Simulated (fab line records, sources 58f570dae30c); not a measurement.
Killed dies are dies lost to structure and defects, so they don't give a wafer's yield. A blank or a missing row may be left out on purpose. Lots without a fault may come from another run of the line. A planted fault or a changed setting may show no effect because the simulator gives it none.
Which tool did it? | flow berkeley_cmos170 | 13 lots, 39 wafers sampled, at 3 steps of a route of 331

WHAT THE GAUGES READ, wafer by wafer
UCB170_NWELL_THK_MEAS_02. Usual: NWELL_OXIDE_THK 26.3 nm, standard deviation 0.43.
lot  | measured    | on            | NWELL_OXIDE_THK (nm) | flag
L434 | day 2 16:02 | film_metro-01 | 25.4 25.7 26.0       |
L433 | day 2 16:04 | film_metro-04 | 26.1 25.9 26.2       |
L436 | day 3 05:40 | film_metro-04 | 26.4 26.7 26.4       |
L435 | day 3 05:40 | film_metro-03 | 26.6 26.6 26.8       |
L437 | day 3 09:56 | film_metro-03 | 26.4 26.3 26.3       |
L439 | day 3 19:20 | film_metro-01 | 26.8 26.8 26.8       |
L440 | day 4 05:59 | film_metro-03 | 26.3 26.6 26.2       |
L442 | day 4 06:01 | film_metro-01 | 26.7 26.6 26.8       |
L443 | day 4 17:15 | film_metro-04 | 25.5 25.5 25.7       |
L451 | day 6 10:32 | film_metro-01 | 25.9 25.8 26.1       |
L452 | day 6 10:32 | film_metro-04 | 26.1 25.7 26.0       |
L453 | day 6 20:08 | film_metro-03 | 27.0 26.4 26.2       |
L454 | day 6 20:09 | film_metro-04 | 26.8 26.4 26.1       |

UCB170_PWELL_OVL_MEAS_13. Usual: PWELL_OVL 3 nm, standard deviation 5.7.
lot  | measured    | on         | PWELL_OVL (nm) | flag
L434 | day 3 19:21 | overlay-02 | 2 -6 0         |
L433 | day 3 18:59 | overlay-01 | 5 6 4          |
L436 | day 4 09:44 | overlay-01 | 0 2 5          |
L435 | day 4 10:01 | overlay-01 | -5 -4 -3       |
L437 | day 4 17:53 | overlay-01 | 3 4 8          |
L439 | day 5 01:25 | overlay-02 | 4 2 6          |
L440 | day 5 09:28 | overlay-02 | 10 8 9         |
L442 | day 5 10:11 | overlay-02 | 1 7 7          |
L443 | day 5 18:51 | overlay-02 | 17 1 12        |
L451 | day 7 20:28 | overlay-01 | -5 -5 -3       |
L452 | day 7 20:47 | overlay-02 | -2 3 -1        |
L453 | day 8 03:32 | overlay-02 | 4 6 -2         |
L454 | day 8 03:32 | overlay-01 | 6 1 4          |

WHICH TOOL RAN EACH LOT (tool, then ch and the chambers of the sampled wafers, then the start)
lot  | UCB170_NWELL_EXPOSE_09
L434 | krf_scanner-02 ch 0, day 2 20:25
L433 | krf_scanner-02 ch 0, day 2 20:48
L436 | krf_scanner-01 ch 0, day 3 11:53
L435 | krf_scanner-02 ch 0, day 3 12:07
L437 | krf_scanner-01 ch 0, day 3 21:18
L439 | krf_scanner-01 ch 0, day 4 05:58
L440 | krf_scanner-01 ch 0, day 4 13:53
L442 | krf_scanner-02 ch 0, day 4 14:40
L443 | krf_scanner-01 ch 0, day 5 00:16
L451 | krf_scanner-01 ch 0, day 6 20:57
L452 | krf_scanner-02 ch 0, day 6 20:41
L453 | krf_scanner-02 ch 0, day 7 05:54
L454 | krf_scanner-02 ch 0, day 7 06:02
- UCB170_NWELL_EXPOSE_09: exposes mask NWELL, target cd 3000 nm.

WHAT THE TOOLS THEMSELVES READ (means of the sampled wafers that have a number; where no wafer has one, the mark that the record gives instead)
The record holds no such reading with a usual standard deviation.

THE ANSWER, worked out from the rows above alone
Rule: a lot is off if the mean of its wafers that have a number lies more than 3 standard deviations from the usual mean. A lot without any number at a reading at which 4 lots or more have one is off too. The other lots that the step has rows for count as sound. The gauges are gone through in route order, then the tools' own readings, and for those a lot's mean is taken as printed above. The first step at which some lot is off is used, and at that step the reading that is off furthest; a lot without a number counts as furthest.
No lot is off at any reading shown: from this, nothing can be told.

WHAT THE SIMULATOR HAD PUT IN
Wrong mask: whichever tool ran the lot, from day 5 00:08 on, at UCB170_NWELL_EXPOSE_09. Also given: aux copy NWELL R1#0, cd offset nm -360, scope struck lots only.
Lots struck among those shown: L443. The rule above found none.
